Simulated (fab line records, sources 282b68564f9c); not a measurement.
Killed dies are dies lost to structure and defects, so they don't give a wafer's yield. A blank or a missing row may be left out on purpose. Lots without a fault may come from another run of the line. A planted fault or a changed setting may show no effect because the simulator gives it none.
Split-lot experiment | flow rit_cmos | 5 lots, 23 wafers read, on a route of 202 steps

THE SPLIT
At RIT_ACTIVE_COAT_06 (resist thk 1000 nm), the setting spin_rpm was moved away from the recipe's 3250 rpm on 9 of the 23 wafers read, by -5.7% to +4.8%. The other wafers ran this setting at the recipe's value.

The reading is taken at the split's own step.

THE READING
NOVOLAK_of_ACTIVE_COAT_06.thk_nm (the simulator's own value, which no gauge read), in nm, at RIT_ACTIVE_COAT_06 (resist thk 1000 nm). The file gives no usual value for it. The 14 wafers here that ran the recipe average 999.4 nm, standard deviation 3.3 nm.

wafer  | tool, chamber at the split | spin_rpm as run, rpm | against the recipe | NOVOLAK_of_ACTIVE_COAT_06.thk_nm, nm | against lot-mates on the recipe
L075.1 | litho_track-03, 0          | 3066                 | -5.7%              | 1033                                 | +33.0
L075.2 | litho_track-03, 0          | 3250                 | recipe             | 1000                                 | -
L075.3 | litho_track-03, 0          | 3250                 | recipe             | 1000                                 | -
L075.5 | litho_track-03, 0          | 3250                 | recipe             | 1000                                 | -
L075.6 | litho_track-03, 0          | 3066                 | -5.7%              | 1029                                 | +29.0
L077.1 | litho_track-03, 0          | 3250                 | recipe             | 997.7                                | -
L077.2 | litho_track-03, 0          | 3150                 | -3.1%              | 1014                                 | +14.6
L077.3 | litho_track-03, 0          | 3150                 | -3.1%              | 1015                                 | +15.6
L077.4 | litho_track-03, 0          | 3150                 | -3.1%              | 1017                                 | +17.6
L077.6 | litho_track-03, 0          | 3250                 | recipe             | 1001                                 | -
L079.1 | litho_track-04, 0          | 3250                 | recipe             | 1004                                 | -
L079.5 | litho_track-04, 0          | 3250                 | recipe             | 1004                                 | -
L079.3 | litho_track-04, 0          | 3406                 | +4.8%              | 981                                  | -22.3
L079.4 | litho_track-04, 0          | 3250                 | recipe             | 1002                                 | -
L079.6 | litho_track-04, 0          | 3406                 | +4.8%              | 980.1                                | -23.2
L082.1 | litho_track-03, 0          | 3368                 | +3.6%              | 980.8                                | -19.5
L082.2 | litho_track-03, 0          | 3250                 | recipe             | 1001                                 | -
L082.3 | litho_track-03, 0          | 3250                 | recipe             | 1000                                 | -
L082.5 | litho_track-03, 0          | 3250                 | recipe             | 1000                                 | -
L082.6 | litho_track-03, 0          | 3368                 | +3.6%              | 983.6                                | -16.7
L083.3 | litho_track-04, 0          | 3250                 | recipe             | 994.4                                | -
L083.5 | litho_track-04, 0          | 3250                 | recipe             | 991.7                                | -
L083.6 | litho_track-04, 0          | 3250                 | recipe             | 995.8                                | -

THE FIT
A straight line over all 23 wafers: NOVOLAK_of_ACTIVE_COAT_06.thk_nm changes by -4.89 nm for each +1% of spin_rpm; r = -0.97; the points scatter about the line by 3.3 nm.
The same after taking each lot's own level away (the mean of its wafers on the recipe; 23 wafers): -5.14 nm for each +1%; r = -0.99; scatter 1.5 nm.
On that fit, the largest move of spin_rpm shifts the reading by 29 nm.
The lots' own levels span 993.97 to 1003.33 nm, that is 2.8 times the standard deviation above.
So the lot-to-lot level changes the slope little: the two slopes agree.
Check: with one of the wafers moved furthest among these (-5.7%) left out of the fit, the line predicts +28.4 nm for it against its lot-mates. It came out at +33 nm against them.

OTHER SPLITS ON THESE WAFERS
These wafers also went through other splits before the reading. Each is held against what the fit with the lots' levels taken away leaves over:
other split on the same wafers | wafers away from the commonest value | r with NOVOLAK_of_ACTIVE_COAT_06.thk_nm (lot level and that fit taken away)
RIT_ACTIVE_OXIDATION_01 temp_c | 18                                   | +0.05

THE FILE'S OWN FIT
NOVOLAK_of_ACTIVE_COAT_06.thk_nm changes by -5.13 nm for each +1% of spin_rpm, r = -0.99.
